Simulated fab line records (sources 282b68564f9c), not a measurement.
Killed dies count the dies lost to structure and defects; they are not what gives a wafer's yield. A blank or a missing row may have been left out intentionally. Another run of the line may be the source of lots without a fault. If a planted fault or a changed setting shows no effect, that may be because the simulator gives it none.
fab line records + flow rit_cmos
record:
- lots: 6
- wafers: 18
- last_day: 7
route steps=202 shown ACTIVE@8 FOX1@20 M1@202
lots with no fault: from the same line, run without faults
start_h: hours from the record's first day to the start of the lot's first wafer shown + wait_h: hours since the lot's step before + " repeats the value in the row above + L1.1+2: several wafers, shown together as one row + - value missing, or start not given + * or withheld: withheld + < > ~ a bound
route shown NAME@n: names a module that has steps shown in the file, with the first one's number in the route + usual: average and standard deviation across the fault-free wafers + same: alike in all rows + chamber/n: place in a boat + sites: readings site by site + _std_site: standard deviation of those values + _edge_site: mean of outer sites minus mean of inner sites + radius_mm: how far each site lies from the wafer's centre + mask NAME#n: copy n + behind: the most recent tool/chamber to have shaped the wafer + hold: why the lot was held/for how many hours/how that ended + device: names the non-switching transistor (n, p or np) + end of line: tests of these same wafers at the route's end + a step without rows: its recipe alone + killed: at the first sort, the dies lost to defects and structure; wafer yield is something else + map: dies across one wafer; x = killed, . = not, _ = none there
set.NAME: the run value of the setting; set.NAME@STEP: its run value at that earlier step + model.NAME: the simulator's own value behind a step, which no gauge read
certain route steps with their lots: each step a table, each wafer a row
services: when a tool's chamber went out of use (start_h, in hours from the record's first day, below 0 if earlier), for how many hours, and the reason
== steps ==
step: RIT_ACTIVE_SOFTBAKE_07
recipe:
- resist: NOVOLAK
- temp_c: 90
- time_s: 60
step: RIT_ACTIVE_EXPOSE_08
recipe:
- mask_id: M1
- na: 0.6
- source_shape: conventional
- sigma_outer: 0.6
- target_cd_nm: 1400
- dose_mj: 225
step: RIT_ACTIVE_PEB_09
recipe:
- resist: NOVOLAK
- temp_c: withheld
- time_s: withheld
step: RIT_ACTIVE_DEVELOP_10
recipe:
- resist: NOVOLAK
- develop_time_s: 50
- dev_temp_c: 23
step: RIT_ACTIVE_CD_MEAS_11
recipe:
- target_cd_nm: 1400
usual:
- cd_nm: 1400.6/1.9
| lot.wafer | tool      | chamber | start_h | wait_h | cd_nm  |
|-----------|-----------|---------|---------|--------|--------|
| L371.3    | cd_sem-01 | -       | 35.86   | -      | 1402.7 |
| L371.4    | "         | -       | "       | "      | 1404.9 |
| L371.6    | "         | -       | "       | "      | 1402.6 |
| L372.2    | cd_sem-01 | -       | 39.72   | -      | 1402.1 |
| L372.3    | "         | -       | "       | "      | 1402.6 |
| L372.6    | "         | -       | "       | "      | 1401.2 |
| L378.1    | cd_sem-01 | -       | 69.44   | -      | 1402.7 |
| L378.2    | "         | -       | "       | "      | 1401.2 |
| L378.6    | "         | -       | "       | "      | 1402.0 |
| L382.1    | cd_sem-01 | -       | 92.75   | -      | 1402.6 |
| L382.3    | "         | -       | "       | "      | 1400.3 |
| L382.5    | "         | -       | "       | "      | 1399.1 |
| L385.1    | cd_sem-01 | -       | 105.49  | -      | 1400.4 |
| L385.4    | "         | -       | "       | "      | 1399.4 |
| L385.5    | "         | -       | "       | "      | 1400.0 |
| L390.1    | cd_sem-01 | -       | 129.56  | -      | 1401.8 |
| L390.3    | "         | -       | "       | "      | 1399.3 |
| L390.4    | "         | -       | "       | "      | 1401.8 |
step: RIT_ACTIVE_HARDBAKE_12
recipe:
- resist: NOVOLAK
- temp_c: 140
- time_s: 60
step: RIT_ACTIVE_ETCH_13
recipe:
- stop_on: SiO2
- chemistry: SF6
- target: Si3N4
- time_s: 210
- over_etch_frac: 0.4
- SF6_flow_sccm: 200
- pressure_mtorr: 260
- rf_w: 125
- target_depth_a: 2100
usual:
- drypump_motor_current_A: 5.8/0.57
- oes_product_au: 0.822/0.015
- throttle_valve_pct: 7.52/0.088
| lot.wafer | tool        | chamber | start_h | wait_h | drypump_motor_current_A | oes_product_au | rf_hours_counter_h | throttle_valve_pct |
|-----------|-------------|---------|---------|--------|-------------------------|----------------|--------------------|--------------------|
| L371.3    | rie_diel-03 | 3       | 36.09   | 0.1    | 5.7                     | 0.812          | 9                  | 7.52               |
| L371.4    | "           | 0       | "       | "      | 6.7                     | 0.827          | 4                  | 7.46               |
| L371.6    | "           | 0       | "       | "      | 6.7                     | 0.823          | -                  | 7.46               |
| L372.2    | rie_diel-01 | 0       | 39.97   | 0.1    | 5.7                     | 0.809          | 163                | 7.50               |
| L372.3    | "           | 2       | "       | "      | 4.9                     | 0.823          | 3                  | 7.62               |
| L372.6    | "           | 2       | "       | "      | 4.9                     | 0.828          | -                  | 7.61               |
| L378.1    | rie_diel-01 | 0       | 69.71   | 0.1    | 5.8                     | 0.809          | 164                | 7.51               |
| L378.2    | "           | 2       | "       | "      | 4.9                     | 0.828          | 4                  | 7.59               |
| L378.6    | "           | 2       | "       | "      | 4.9                     | 0.835          | -                  | 7.60               |
| L382.1    | rie_diel-03 | 3       | 93.02   | 0.1    | 5.8                     | 0.812          | 10                 | 7.51               |
| L382.3    | "           | 0       | "       | "      | 6.7                     | 0.829          | 5                  | 7.45               |
| L382.5    | "           | 3       | "       | "      | 5.8                     | 0.811          | -                  | 7.52               |
| L385.1    | rie_diel-02 | 1       | 105.76  | 0.1    | 6.5                     | 0.828          | 7                  | 7.65               |
| L385.4    | "           | 0       | "       | "      | 5.6                     | 0.831          | 16                 | 7.44               |
| L385.5    | "           | 1       | "       | "      | 6.4                     | 0.836          | -                  | 7.63               |
| L390.1    | rie_diel-03 | 1       | 129.83  | 0.1    | 6.2                     | 0.835          | 90                 | 7.46               |
| L390.3    | "           | 3       | "       | "      | 5.8                     | 0.803          | 11                 | 7.53               |
| L390.4    | "           | 2       | "       | "      | 5.2                     | 0.832          | 0                  | 7.51               |
step: RIT_ACTIVE_STRIP_14
recipe:
- chemistry: O2
- time_s: 180
- resist: NOVOLAK
- platen_temp_c: withheld
- power_w: 500
- pressure_mtorr: 4000
- o2_flow_sccm: 4000
usual:
- drypump_motor_current_A: 6.2/0.34
| lot.wafer | tool            | chamber | start_h | wait_h | drypump_motor_current_A | rf_hours_counter_h |
|-----------|-----------------|---------|---------|--------|-------------------------|--------------------|
| L371.3    | plasma_asher-03 | 1       | 36.28   | 0.1    | 6.3                     | -                  |
| L371.4    | "               | 0       | "       | "      | 6.8                     | -                  |
| L371.6    | "               | 0       | "       | "      | 6.8                     | -                  |
| L372.2    | plasma_asher-04 | 1       | 40.10   | 0.1    | 6.2                     | 25                 |
| L372.3    | "               | 0       | "       | "      | 6.0                     | -                  |
| L372.6    | "               | 1       | "       | "      | 6.2                     | -                  |
| L378.1    | plasma_asher-03 | 1       | 69.84   | 0.1    | 6.3                     | 44                 |
| L378.2    | "               | 0       | "       | "      | 6.8                     | 44                 |
| L378.6    | "               | 0       | "       | "      | 6.8                     | -                  |
| L382.1    | plasma_asher-01 | 1       | 93.15   | 0.1    | 6.4                     | 48                 |
| L382.3    | "               | 1       | "       | "      | 6.4                     | -                  |
| L382.5    | "               | 1       | "       | "      | 6.4                     | -                  |
| L385.1    | plasma_asher-01 | 1       | 105.89  | 0.1    | 6.4                     | 49                 |
| L385.4    | "               | 1       | "       | "      | 6.4                     | -                  |
| L385.5    | "               | 0       | "       | "      | 5.6                     | -                  |
| L390.1    | plasma_asher-03 | 1       | 129.97  | 0.1    | 6.3                     | 50                 |
| L390.3    | "               | 0       | "       | "      | 6.8                     | -                  |
| L390.4    | "               | 1       | "       | "      | 6.3                     | -                  |
step: RIT_ACTIVE_CD_MEAS_90
recipe:
- target_cd_nm: 1400
usual:
- cd_nm: 1400.6/1.9
| lot.wafer | tool      | chamber | start_h | wait_h | cd_nm  |
|-----------|-----------|---------|---------|--------|--------|
| L371.3    | cd_sem-01 | -       | 36.44   | 0.1    | 1402.4 |
| L371.4    | "         | -       | "       | "      | 1405.0 |
| L371.6    | "         | -       | "       | "      | 1402.7 |
| L372.2    | cd_sem-01 | -       | 40.30   | 0.1    | 1402.1 |
| L372.3    | "         | -       | "       | "      | 1402.9 |
| L372.6    | "         | -       | "       | "      | 1401.3 |
| L378.1    | cd_sem-01 | -       | 70.02   | 0.1    | 1402.1 |
| L378.2    | "         | -       | "       | "      | 1401.4 |
| L378.6    | "         | -       | "       | "      | 1402.1 |
| L382.1    | cd_sem-01 | -       | 93.32   | 0.1    | 1402.7 |
| L382.3    | "         | -       | "       | "      | 1400.6 |
| L382.5    | "         | -       | "       | "      | 1399.4 |
| L385.1    | cd_sem-01 | -       | 106.07  | 0.1    | 1400.6 |
| L385.4    | "         | -       | "       | "      | 1399.4 |
| L385.5    | "         | -       | "       | "      | 1400.3 |
| L390.1    | cd_sem-02 | -       | 130.14  | 0.1    | 1402.0 |
| L390.3    | "         | -       | "       | "      | 1399.5 |
| L390.4    | "         | -       | "       | "      | 1401.7 |
step: RIT_ACTIVE_CLEAN_15
recipe:
- chemistry: SC1
- mix: 3:3:50
- time_s: 600
- temp_c: 75
step: RIT_ACTIVE_CLEAN_16
recipe:
- chemistry: dHF
- dilution: 50:1
- time_s: 30
step: RIT_ACTIVE_CLEAN_17
recipe:
- chemistry: SC2
- mix: 3:3:50
- time_s: 600
- temp_c: 75
- dry: n2_spin
step: RIT_FOX1_OXIDATION_00
recipe:
- temp_c: 1100
- ambient: H2O
- target_thk_a: 3507
- p_h2o_torr: 720
- ox_time_s: 1130
usual:
- spike_tc_centre_C: 1103.0/1
- spike_tc_load_C: 1126.1/2.9
- spike_tc_source_C: 1127.6/1.6
- tube_center_temp_C: 1100/0.097
- tube_center_temp_C_max: 1102.9/0.47
| lot.wafer | tool       | chamber | start_h | wait_h | spike_tc_centre_C | spike_tc_load_C | spike_tc_source_C | tube_center_temp_C | tube_center_temp_C_max | model.SiO2_of_FOX1_OXIDATION_00.thk_nm |
|-----------|------------|---------|---------|--------|-------------------|-----------------|-------------------|--------------------|------------------------|----------------------------------------|
| L371.3    | furnace-01 | 0       | 37.12   | 0.2    | 1102.8            | 1124.2          | 1129.6            | 1100               | 1102.4                 | 349.4                                  |
| L371.4    | "          | 0       | "       | "      | 1104.1            | 1124.5          | 1128.3            | 1099.9             | 1102.9                 | 348.9                                  |
| L371.6    | "          | 0       | "       | "      | 1104.7            | 1123.7          | 1128.9            | 1100.1             | 1103.7                 | 351.1                                  |
| L372.2    | furnace-03 | 0       | 41.80   | 1.0    | 1102.9            | 1130.0          | 1127.1            | 1099.9             | 1103.0                 | 357.4                                  |
| L372.3    | "          | 0       | "       | "      | 1103.2            | 1128.2          | 1124.9            | 1099.9             | 1101.9                 | 358.3                                  |
| L372.6    | "          | 0       | "       | "      | 1101.2            | 1130.3          | 1125.6            | 1100               | 1102.7                 | 356.1                                  |
| L378.1    | furnace-01 | 0       | 73.30   | 2.8    | 1087.2            | 1107.2          | 1113.4            | 1085.3             | 1088.6                 | 322.4                                  |
| L378.2    | "          | 0       | "       | "      | 1088.7            | 1107.5          | 1113.5            | 1085.1             | 1088.0                 | 327.6                                  |
| L378.6    | "          | 0       | "       | "      | 1089.1            | 1109.5          | 1112.9            | 1085.2             | 1088.0                 | 327.4                                  |
| L382.1    | furnace-01 | 0       | 93.81   | 0.0    | 1087.9            | 1110.4          | 1113.3            | 1085               | 1087.7                 | 317.7                                  |
| L382.3    | "          | 0       | "       | "      | 1088.9            | 1107.9          | 1113.3            | 1084.9             | 1087.6                 | 317.1                                  |
| L382.5    | "          | 0       | "       | "      | 1088.9            | 1108.7          | 1114.9            | 1085.1             | 1088.1                 | 315                                    |
| L385.1    | furnace-03 | 0       | 109.14  | 2.5    | 1102.2            | 1129.0          | 1125.9            | 1100.1             | 1103.1                 | 349                                    |
| L385.4    | "          | 0       | "       | "      | 1104.1            | 1130.8          | 1127.6            | 1100               | 1103.1                 | 351.7                                  |
| L385.5    | "          | 0       | "       | "      | 1104.9            | 1129.1          | 1125.8            | 1100               | 1103.1                 | 350.8                                  |
| L390.1    | furnace-04 | 0       | 131.47  | 0.8    | 1101.6            | 1125.1          | 1128.8            | 1099.9             | 1102.4                 | 353.3                                  |
| L390.3    | "          | 0       | "       | "      | 1103.2            | 1125.1          | 1128.8            | 1100               | 1103.4                 | 354.5                                  |
| L390.4    | "          | 0       | "       | "      | 1102.0            | 1125.2          | 1129.7            | 1100               | 1103.3                 | 352.9                                  |
step: RIT_FOX1_THK_MEAS_01
recipe:
- reads: SiO2_of_FOX1_OXIDATION_00
usual:
- FOX1_OXIDE_THK: 350/5.3
| lot.wafer | tool          | chamber | start_h | wait_h | FOX1_OXIDE_THK[nm] |
|-----------|---------------|---------|---------|--------|--------------------|
| L371.3    | film_metro-04 | -       | 38.46   | 0.0    | 349                |
| L371.4    | "             | -       | "       | "      | 349                |
| L371.6    | "             | -       | "       | "      | 351                |
| L372.2    | film_metro-03 | -       | 43.12   | 0.0    | 357                |
| L372.3    | "             | -       | "       | "      | 359                |
| L372.6    | "             | -       | "       | "      | 356                |
| L378.1    | film_metro-04 | -       | 74.62   | 0.0    | 323                |
| L378.2    | "             | -       | "       | "      | 328                |
| L378.6    | "             | -       | "       | "      | 327                |
| L382.1    | film_metro-04 | -       | 95.13   | 0.0    | 318                |
| L382.3    | "             | -       | "       | "      | 317                |
| L382.5    | "             | -       | "       | "      | 315                |
| L385.1    | film_metro-02 | -       | 110.45  | 0.0    | 349                |
| L385.4    | "             | -       | "       | "      | 352                |
| L385.5    | "             | -       | "       | "      | 350                |
| L390.1    | film_metro-04 | -       | 132.79  | 0.0    | 353                |
| L390.3    | "             | -       | "       | "      | 354                |
| L390.4    | "             | -       | "       | "      | 353                |
step: RIT_FOX1_WET_ETCH_02
recipe:
- chemistry: BOE
- target_depth_nm: 350
- time_s: 390
- temp_c: 21.5
- dry: n2_spin
- dilution: 10:1
- target: SiO2
step: RIT_M1_PROBE_99
usual:
- killed_at_front_end: 6/3
- killed_dies: 7/3
- killed_open: 3.1/2
- killed_short: 3.4/2
same:
- gross_dies: 264
- killed_at_M0_to_M3: 0
- killed_at_M4_up: 0
- killed_at_back_side: 0
- killed_at_contacts: 0
- killed_at_other: 0
| lot.wafer | tool      | chamber | start_h | wait_h | killed_at_front_end | killed_dies | killed_open | killed_short | model.etest.nplus_sal.width_nm | model.etest.pplus_sal.width_nm | model.etest.poly_comb_over_steps.leak_log10_a_um |
|-----------|-----------|---------|---------|--------|---------------------|-------------|-------------|--------------|--------------------------------|--------------------------------|--------------------------------------------------|
| L371.3    | prober-01 | -       | 88.24   | 0.2    | 4                   | 4           | 2           | 2            | 3439                           | 3458                           | -12.83                                           |
| L371.4    | prober-01 | -       | 88.29   | 0.2    | 10                  | 10          | 5           | 5            | 3462                           | 3448                           | -12.91                                           |
| L371.6    | prober-01 | -       | 88.39   | 0.2    | 7                   | 7           | 2           | 5            | 3447                           | 3458                           | -12.91                                           |
| L372.2    | prober-02 | -       | 89.69   | 0.1    | 9                   | 9           | 3           | 6            | 3421                           | 3411                           | -12.92                                           |
| L372.3    | prober-02 | -       | 89.74   | 0.2    | 5                   | 5           | 2           | 3            | 3410                           | 3414                           | -12.77                                           |
| L372.6    | prober-02 | -       | 89.89   | 0.2    | 9                   | 9           | 5           | 4            | 3421                           | 3440                           | -12.57                                           |
| L378.1    | prober-02 | -       | 120.47  | 0.1    | 8                   | 8           | 5           | 3            | 3470                           | 3465                           | -12.72                                           |
| L378.2    | prober-02 | -       | 120.52  | 0.1    | 4                   | 4           | 3           | 1            | 3466                           | 3462                           | -12.85                                           |
| L378.6    | prober-02 | -       | 120.72  | 0.2    | 7                   | 7           | 1           | 6            | 3445                           | 3454                           | -12.84                                           |
| L382.1    | prober-02 | -       | 140.71  | 0.1    | 10                  | 10          | 1           | 9            | 3500                           | 3482                           | -12.68                                           |
| L382.3    | prober-02 | -       | 140.81  | 0.2    | 10                  | 10          | 7           | 3            | 3462                           | 3447                           | -12.82                                           |
| L382.5    | prober-02 | -       | 140.91  | 0.2    | 13                  | 13          | 3           | 10           | 3485                           | 3467                           | -12.79                                           |
| L385.1    | prober-01 | -       | 154.10  | 0.1    | 2                   | 2           | 1           | 1            | 3459                           | 3448                           | -12.87                                           |
| L385.4    | prober-01 | -       | 154.25  | 0.2    | 2                   | 2           | 1           | 1            | 3462                           | 3450                           | -12.86                                           |
| L385.5    | prober-01 | -       | 154.30  | 0.2    | 2                   | 2           | 0           | 2            | 3463                           | 3437                           | -12.78                                           |
| L390.1    | prober-01 | -       | 173.51  | 0.1    | 4                   | 4           | 1           | 3            | 3440                           | 3432                           | -12.44                                           |
| L390.3    | prober-01 | -       | 173.61  | 0.2    | 4                   | 4           | 1           | 3            | 3444                           | 3426                           | -12.85                                           |
| L390.4    | prober-01 | -       | 173.66  | 0.2    | 5                   | 5           | 1           | 4            | 3441                           | 3474                           | -12.98                                           |
killed by level:class
L371.3 GATE:geometric_particle:open=1 GATE:geometric_particle:short=1 SPACER:geometric_particle:open=1 SILICIDE:geometric_particle:short=1
L371.4 SPACER:geometric_particle:open=4 GATE:geometric_particle:short=2 SPACER:geometric_particle:short=2 GATE:geometric_particle:open=1 REOX:geometric_particle:short=1
L371.6 SILICIDE:geometric_particle:short=2 FOX1:geometric_particle:short=1 FOX1:geometric_particle:open=1 GATE:geometric_particle:open=1 REOX:geometric_particle:short=1 SPACER:geometric_particle:short=1
L372.2 FOX1:geometric_particle:short=2 GATE:geometric_particle:open=2 SPACER:geometric_particle:short=2 ACTIVE:geometric_particle:short=1 FOX2:geometric_particle:short=1 SILICIDE:geometric_particle:open=1
L372.3 FOX1:geometric_particle:open=1 GATE:geometric_particle:short=1 REOX:geometric_particle:short=1 SPACER:geometric_particle:open=1 SILICIDE:geometric_particle:short=1
L372.6 GATE:geometric_particle:short=3 FOX2:geometric_particle:open=2 SPACER:geometric_particle:open=2 FOX1:geometric_particle:short=1 GATE:geometric_particle:open=1
L378.1 GATE:geometric_particle:open=3 FOX2:geometric_particle:short=2 FOX1:geometric_particle:open=1 FOX1:geometric_particle:short=1 SPACER:geometric_particle:open=1
L378.2 FOX1:geometric_particle:open=1 GATE:geometric_particle:short=1 GATE:geometric_particle:open=1 REOX:geometric_particle:open=1
L378.6 FOX1:geometric_particle:short=2 GATE:geometric_particle:short=2 GATE:geometric_particle:open=1 REOX:geometric_particle:short=1 SILICIDE:geometric_particle:short=1
L382.1 GATE:geometric_particle:short=4 FOX1:geometric_particle:short=2 REOX:geometric_particle:short=1 SPACER:geometric_particle:open=1 SPACER:geometric_particle:short=1 SILICIDE:geometric_particle:short=1
L382.3 GATE:geometric_particle:open=4 REOX:geometric_particle:short=2 FOX2:geometric_particle:open=1 GATE:geometric_particle:short=1 SPACER:geometric_particle:open=1 SILICIDE:geometric_particle:open=1
L382.5 REOX:geometric_particle:short=4 FOX2:geometric_particle:short=2 GATE:geometric_particle:short=2 FOX1:geometric_particle:short=1 GATE:geometric_particle:open=1 REOX:geometric_particle:open=1 SILICIDE:geometric_particle:open=1 SILICIDE:geometric_particle:short=1
L385.1 GATE:geometric_particle:short=1 SPACER:geometric_particle:open=1
L385.4 SPACER:geometric_particle:short=1 SPACER:geometric_particle:open=1
L385.5 FOX1:geometric_particle:short=1 REOX:geometric_particle:short=1
L390.1 GATE:geometric_particle:short=2 REOX:geometric_particle:open=1 REOX:geometric_particle:short=1
L390.3 GATE:geometric_particle:short=2 FOX1:geometric_particle:short=1 GATE:geometric_particle:open=1
L390.4 GATE:geometric_particle:short=4 FOX2:geometric_particle:open=1
== services ==
| tool            | chamber | start_h | hours | kind           |
|-----------------|---------|---------|-------|----------------|
| plasma_asher-01 | -       | 15.18   | 0.6   | repair         |
| furnace-01      | -       | 22.00   | 2.3   | repair         |
| rie_diel-01     | 3       | 23.50   | 10.1  | repair         |
| rie_diel-01     | 1       | 29.18   | 3.3   | repair         |
| rie_diel-03     | 3       | 29.23   | 4.8   | repair         |
| plasma_asher-03 | -       | 56.59   | 2.4   | repair         |
| furnace-03      | -       | 57.56   | 3.0   | pm             |
| rie_diel-01     | 0       | 76.22   | -     | clean          |
| rie_diel-01     | 0       | 76.22   | 24.8  | scheduled_down |
| rie_diel-01     | 0       | 76.22   | 24.8  | vent_cycle     |
| rie_diel-01     | 3       | 77.46   | 16.6  | repair         |
| furnace-04      | -       | 97.05   | 2.6   | pm             |
| furnace-01      | -       | 102.88  | 4.3   | pm             |
| rie_diel-03     | 2       | 104.07  | -     | clean          |
| rie_diel-03     | 2       | 104.07  | 17.1  | scheduled_down |
| rie_diel-03     | 2       | 104.07  | 17.1  | vent_cycle     |
| plasma_asher-01 | -       | 108.75  | 9.0   | pm             |
| plasma_asher-01 | 0       | 108.75  | 9.0   | vent_cycle     |
| plasma_asher-01 | 1       | 108.75  | 9.0   | vent_cycle     |
| rie_diel-03     | 0       | 112.56  | 7.1   | repair         |
| plasma_asher-01 | 0       | 117.75  | -     | clean          |
| plasma_asher-01 | 1       | 117.75  | -     | clean          |
| rie_diel-02     | -       | 126.93  | 28.1  | pm             |
== key ==
first_sign:
- step: RIT_FOX1_OXIDATION_00
- reading: tube_center_temp_C
- direction: down
- sigmas: 99+
- usual: *
- struck: *
effect:
- step: RIT_FOX1_OXIDATION_00
- reading: tube_center_temp_C_max
- direction: down
- sigmas: 32
- usual: *
- struck: *
effect:
- step: RIT_FOX1_THK_MEAS_01
- reading: FOX1_OXIDE_THK
- direction: down
- sigmas: 5.4
- usual: 350
- struck: 321
model_effect:
- step: RIT_FOX1_OXIDATION_00
- value: SiO2_of_FOX1_OXIDATION_00.thk_nm
- without: 346.1
- struck: 321.2
model_effect:
- step: RIT_M1_PROBE_99
- value: etest.nplus_sal.width_nm
- without: 3446
- struck: 3471
met_at RIT_FOX1_OXIDATION_00
struck_wafers L378.1,L378.2,L378.6,L382.1,L382.3,L382.5
tester_left_out L378,L382
onset_between 37.12 73.30
fault:
- kind: process_parameter_drift
- tool: furnace-01
- chamber: -
- onset_h: 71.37
- steps: RIT_FOX1_OXIDATION_00
- channel: temp_c
- offset: *
- shape: step
- end_h: 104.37
- acts_in: *
- stated: *
tester_left_out: of these lots the tester's yield and bins aren't shown, on N5 and GAA mostly nor the transistor test; their killed dies are dies lost to structure and defects alone, not to doping, threshold or leakage, so they don't give the yield
